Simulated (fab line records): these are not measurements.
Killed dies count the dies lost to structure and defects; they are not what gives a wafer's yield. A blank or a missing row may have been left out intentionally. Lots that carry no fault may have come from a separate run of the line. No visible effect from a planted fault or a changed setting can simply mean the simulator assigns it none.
Comparing a struck lot with a sound one | flow berkeley-cmos170 | 14 steps out of a route of 331
Sound: these wafers, L206.3, L206.4, L206.6. Struck: wafers L197.1, L197.3, L197.4. The cause is named last.
At each step with rows: each side's tool, then ch and its chambers, then its first start. Under that, the readings that differ: sound wafers | struck wafers | difference of the means | sigmas: that difference in standard deviations of wafers without a fault.
alike: same words and numbers on both sides, and readings whose means sit less than 2 such deviations apart. not compared: any withheld reading, any reading some wafer has no value for, any bound like >300 that may hide the same value, and any number with overlapping values for which the record gives no deviation.
A row with sigmas, a row that says differs or no value, or rows on one side alone: a step with any of these is where the two part. Non-overlapping numbers with no deviation appear without sigmas and do not part them. Lack of a reading on every wafer of one side parts them only where that side has two or more wafers.

first, 4 steps without rows for these wafers: UCB170_NWELL_WET_ETCH_19 (etches SiO2 in BOE, time 22 s); UCB170_PWELL_CLEAN_00 (cleans in SPM, time 600 s); UCB170_PWELL_CLEAN_01 (cleans in dHF, time 60 s); UCB170_PWELL_OXIDATION_02 (target thk 26.4 nm, ox time 1260 s).
UCB170_PWELL_THK_MEAS_03:
  sound: film-metro-03 at day 7 07:46; struck: film-metro-04 at day 5 01:50
  alike: PWELL_OXIDE_THK
then, 2 steps without rows for these wafers: UCB170_PWELL_ANNEAL_04 (time 900 s); UCB170_PWELL_CVD_05 (deposits Si3N4 from SiH2Cl2/NH3, target thk 220 nm, time 3300 s).
UCB170_PWELL_THK_MEAS_06:
  sound: film-metro-04 at day 7 13:37; struck: film-metro-03 at day 5 10:40
  alike: PWELL_NITRIDE_THK
then, 4 steps without rows for these wafers: UCB170_PWELL_HMDS_07 (prime time 60 s); UCB170_PWELL_COAT_08 (resist thk 900 nm); UCB170_PWELL_SOFTBAKE_09 (time 60 s); UCB170_PWELL_EXPOSE_10 (exposes mask PWELL, target cd 3000 nm).
UCB170_PWELL_PEB_11:
  struck on litho-track-01, day 5 12:13; sound on litho-track-01 ch 0, day 7 15:02
  no value came back on the struck wafers for chill-plate-temp-C (C), exhaust-pa (Pa); on the sound wafers chill-plate-temp-C (C) reads 22.97 22.89 23.07
then, 1 step without rows for these wafers: UCB170_PWELL_DEVELOP_12 (develop time 45 s).

## WHERE THEY PART
Within this record, at UCB170_PWELL_PEB_11 only.

WHY: what had been put in by the simulator
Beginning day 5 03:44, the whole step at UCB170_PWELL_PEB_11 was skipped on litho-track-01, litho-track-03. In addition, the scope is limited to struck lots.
